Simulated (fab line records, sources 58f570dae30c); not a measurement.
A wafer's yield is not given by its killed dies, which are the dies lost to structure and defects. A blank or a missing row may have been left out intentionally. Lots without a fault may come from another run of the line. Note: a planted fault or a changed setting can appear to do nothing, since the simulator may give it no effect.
Which tool is to blame?	flow berkeley-cmos170	42 wafers from 14 lots sampled at 7 of the route's 331 steps

== WHAT EACH GAUGE READ, for each wafer ==
UCB170_FIELD_THK_MEAS_02. Usual: for FIELD_OXIDE_THK the level is 555 nm and the standard deviation is 9.7.
lot	measured	on	FIELD_OXIDE_THK (nm)	flag
L831	day 4 13:58	film-metro-04	562 553 560	
L832	day 4 21:50	film-metro-02	555 550 545	
L833	day 5 06:01	film-metro-04	569 558 569	
L835	day 5 11:05	film-metro-04	559 571 562	
L836	day 6 02:04	film-metro-02	555 551 558	
L837	day 6 02:01	film-metro-04	566 567 572	
L838	day 6 02:01	film-metro-01	555 556 549	
L839	day 6 15:10	film-metro-04	556 557 560	
L841	day 7 01:03	film-metro-04	557 550 563	
L842	day 7 01:02	film-metro-02	551 554 546	
L843	day 7 08:11	film-metro-04	562 557 543	
L844	day 7 08:11	film-metro-01	542 542 543	
L850	day 8 21:08	film-metro-01	663 665 662 663 666 662	OFF
L851	day 8 21:08	film-metro-04	658 651 656 659 651 657	OFF

UCB170_FIELD_THK_MEAS_90. Usual: for FIELD_OXIDE_LEFT_1_THK the level is 438 nm and the standard deviation is 9.7.
lot	measured	on	FIELD_OXIDE_LEFT_1_THK (nm)	flag
L831	day 4 22:25	film-metro-01	444 435 442	
L832	day 5 06:34	film-metro-04	439 433 428	
L833	day 5 15:58	film-metro-04	453 442 453	
L835	day 5 18:28	film-metro-01	442 454 445	
L836	day 6 16:01	film-metro-01	438 435 442	
L837	day 6 16:00	film-metro-04	449 451 456	
L838	day 6 16:00	film-metro-02	440 441 434	
L839	day 7 02:14	film-metro-04	438 440 441	
L841	day 7 07:17	film-metro-04	441 432 446	
L842	day 7 07:17	film-metro-01	433 437 429	
L843	day 7 16:28	film-metro-01	445 441 427	
L844	day 7 16:26	film-metro-04	425 423 425	
L850	day 9 11:19	film-metro-04	548 550 546 548 550 546	OFF
L851	day 9 05:36	film-metro-02	542 535 541 543 535 541	OFF

UCB170_FIELD_THK_MEAS_91. Usual: for FIELD_OXIDE_LEFT_2_THK the level is 349 nm and the standard deviation is 9.8.
lot	measured	on	FIELD_OXIDE_LEFT_2_THK (nm)	flag
L831	day 5 13:04	film-metro-04	356 348 354	
L832	day 5 22:14	film-metro-02	352 345 340	
L833	day 6 11:28	film-metro-04	365 354 365	
L835	day 6 11:08	film-metro-04	354 365 357	
L836	day 7 09:19	film-metro-01	349 346 353	
L837	day 7 09:41	film-metro-02	362 362 367	
L838	day 7 09:34	film-metro-01	351 352 346	
L839	day 7 17:26	film-metro-01	350 352 354	
L841	day 7 22:45	film-metro-02	353 345 359	
L842	day 7 23:04	film-metro-04	345 349 341	
L843	day 8 11:26	film-metro-04	358 353 340	
L844	day 8 10:49	film-metro-02	336 335 336	
L850	day 10 04:41	film-metro-01	460 462 458 460 463 459	OFF
L851	day 10 04:21	film-metro-04	454 448 453 454 447 453	OFF

UCB170_M2_OVL_MEAS_16. Usual: for M2_OVL the level is -2 nm and the standard deviation is 5.3.
lot	measured	on	M2_OVL (nm)	flag
L831	day 7 12:43	overlay-01	2 -10 -1	
L832	day 7 21:13	overlay-02	-4 1 -2	
L833	day 8 12:26	overlay-01	0 0 1	
L835	day 8 04:50	overlay-02	-7 3 2	
L836	day 9 06:13	overlay-02	2 1 -2	
L837	day 9 07:34	overlay-02	-13 -7 -8	
L838	day 9 06:29	overlay-01	-8 -8 -8	
L839	day 9 12:12	overlay-02	-1 -3 -9	
L841	day 9 19:25	overlay-02	-13 -1 -12	
L842	day 9 19:59	overlay-01	2 -6 5	
L843	day 10 12:16	overlay-02	3 6 3	
L844	day 10 12:25	overlay-01	-2 -6 -6	
L850	day 12 09:44	overlay-01	4 -2 0	
L851	day 12 09:59	overlay-02	-4 -14 -6	

== TOOL THAT RAN EACH LOT (tool first, then ch and the chambers of the sampled wafers, then the start) ==
lot	UCB170_FIELD_OXIDATION_01	UCB170_BACKSIDE_STRIP_03	UCB170_CONTACT_STRIP_06
L831	furnace-01 ch 0, day 4 10:58	plasma-asher-04 ch 0,1, day 6 16:17	plasma-asher-03 ch 0,1, day 6 20:20
L832	furnace-02 ch 0, day 4 18:50	plasma-asher-04 ch 0,1, day 7 01:32	plasma-asher-02 ch 0,1, day 7 05:27
L833	furnace-02 ch 0, day 5 03:01	plasma-asher-04 ch 0,1, day 7 13:14	plasma-asher-01 ch 0,1, day 7 18:43
L835	furnace-01 ch 0, day 5 08:05	plasma-asher-01 ch 0,1, day 7 12:53	plasma-asher-02 ch 0,1, day 7 17:24
L836	furnace-02 ch 0, day 5 23:01	plasma-asher-01 ch 0,1, day 8 13:11	plasma-asher-02 ch 0,1, day 8 16:54
L837	furnace-02 ch 0, day 5 23:01	plasma-asher-04 ch 0,1, day 8 13:25	plasma-asher-02 ch 0,1, day 8 18:42
L838	furnace-02 ch 0, day 5 23:01	plasma-asher-01 ch 0,1, day 8 13:38	plasma-asher-01 ch 0, day 8 18:42
L839	furnace-01 ch 0, day 6 12:09	plasma-asher-01 ch 0,1, day 8 17:50	plasma-asher-02 ch 0,1, day 8 23:43
L841	furnace-03 ch 0, day 6 22:01	plasma-asher-04 ch 0,1, day 8 23:26	plasma-asher-02 ch 0,1, day 9 03:25
L842	furnace-03 ch 0, day 6 22:01	plasma-asher-01 ch 1, day 8 23:53	plasma-asher-01 ch 0,1, day 9 06:43
L843	furnace-02 ch 0, day 7 05:11	plasma-asher-04 ch 0,1, day 9 18:25	plasma-asher-03 ch 0,1, day 9 22:09
L844	furnace-02 ch 0, day 7 05:11	plasma-asher-01 ch 0,1, day 9 18:25	plasma-asher-03 ch 0,1, day 9 23:01
L850	furnace-01 ch 0, day 8 18:08	plasma-asher-01 ch 0,1, day 11 10:01	plasma-asher-02 ch 0,1, day 11 17:07
L851	furnace-01 ch 0, day 8 18:08	plasma-asher-01 ch 0,1, day 11 09:28	plasma-asher-01 ch 0,1, day 11 15:59
- UCB170_FIELD_OXIDATION_01: target thk 558.3 nm, ox time 7200 s.
- UCB170_BACKSIDE_STRIP_03: strips in O2.
- UCB170_CONTACT_STRIP_06: strips in O2.

== WHAT THE TOOLS THEMSELVES READ (means of the sampled wafers that have a number; where no wafer has one, the mark that the record gives instead) ==
UCB170_FIELD_OXIDATION_01. Usual: tube-center-temp-C reads 999.99 C (standard deviation 0.084).
lot	tool	tube-center-temp-C (C)	flag
L831	furnace-01	999.90	
L832	furnace-02	999.99	
L833	furnace-02	1000.01	
L835	furnace-01	999.95	
L836	furnace-02	1000.03	
L837	furnace-02	999.89	
L838	furnace-02	999.94	
L839	furnace-01	999.95	
L841	furnace-03	1000.05	
L842	furnace-03	999.93	
L843	furnace-02	999.91	
L844	furnace-02	999.96	
L850	furnace-01	999.98	
L851	furnace-01	1000.02	

UCB170_BACKSIDE_STRIP_03. Usual: drypump-motor-current-A 6.0 A, standard deviation 0.36; oes-product-au 0.735 a.u., standard deviation 0.0047; strip-time-to-endpoint-s 22.00 s, standard deviation 0.065.
lot	tool	drypump-motor-current-A (A)	oes-product-au (a.u.)	strip-time-to-endpoint-s (s)	flag
L831	plasma-asher-04	5.8	0.734	22.00	
L832	plasma-asher-04	6.0	0.734	21.96	
L833	plasma-asher-04	5.9	0.740	21.98	
L835	plasma-asher-01	6.1	0.734	21.96	
L836	plasma-asher-01	6.2	0.732	22.09	
L837	plasma-asher-04	6.0	0.736	21.97	
L838	plasma-asher-01	6.2	0.733	22.06	
L839	plasma-asher-01	6.2	0.735	21.93	
L841	plasma-asher-04	6.0	0.737	22.06	
L842	plasma-asher-01	6.3	0.735	21.98	
L843	plasma-asher-04	6.0	0.738	21.95	
L844	plasma-asher-01	6.2	0.736	22.12	
L850	plasma-asher-01	6.2	0.732	22.00	
L851	plasma-asher-01	6.3	0.729	22.10	

UCB170_CONTACT_STRIP_06. Usual: drypump-motor-current-A 5.5 A, standard deviation 0.49; oes-product-au 0.734 a.u., standard deviation 0.0047; strip-time-to-endpoint-s 22.01 s, standard deviation 0.059.
lot	tool	drypump-motor-current-A (A)	oes-product-au (a.u.)	strip-time-to-endpoint-s (s)	flag
L831	plasma-asher-03	5.2	0.736	22.02	
L832	plasma-asher-02	5.5	0.737	22.03	
L833	plasma-asher-01	6.2	0.735	22.07	
L835	plasma-asher-02	5.4	0.736	22.00	
L836	plasma-asher-02	5.2	0.731	21.99	
L837	plasma-asher-02	5.4	0.733	22.01	
L838	plasma-asher-01	6.1	0.734	22.05	
L839	plasma-asher-02	5.2	0.734	22.01	
L841	plasma-asher-02	5.2	0.738	21.90	
L842	plasma-asher-01	6.3	0.732	22.08	
L843	plasma-asher-03	5.2	0.732	21.98	
L844	plasma-asher-03	5.2	0.731	22.02	
L850	plasma-asher-02	5.2	0.735	22.02	
L851	plasma-asher-01	6.2	0.735	21.90	

== THE ANSWER, worked out from the rows above alone ==
Rule: take the mean of a lot's wafers that have a number; if it is more than 3 standard deviations from the usual mean, the lot is off. Also off: a lot with no number at a reading for which 4 or more lots have one. The other lots that the step has rows for count as sound. Order of review: gauges by route order, followed by the tools' own readings, for which a lot's mean as printed above is used. The first step at which some lot is off is used, and at that step the reading that is off furthest; a lot without a number counts as furthest.
Off: at UCB170_FIELD_THK_MEAS_02 (FIELD_OXIDE_THK), L850, L851.
A tool fits if, at a process step before that reading, it ran every lot that is off, and no sound lot after the first of them. The gauges at UCB170_FIELD_THK_MEAS_02 are tried like those tools. One fits: furnace-01 at UCB170_FIELD_OXIDATION_01. Its last sound lot is L839 (day 6 12:09), its first lot that is off L850 (day 8 18:08): a fault that began between those two fits.

== WHAT THE SIMULATOR HAD INSERTED ==
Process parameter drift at UCB170_FIELD_OXIDATION_01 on furnace-01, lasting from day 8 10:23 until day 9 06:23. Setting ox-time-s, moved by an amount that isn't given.
Struck lots among those shown: L851, L850. The same result came from the rule above.
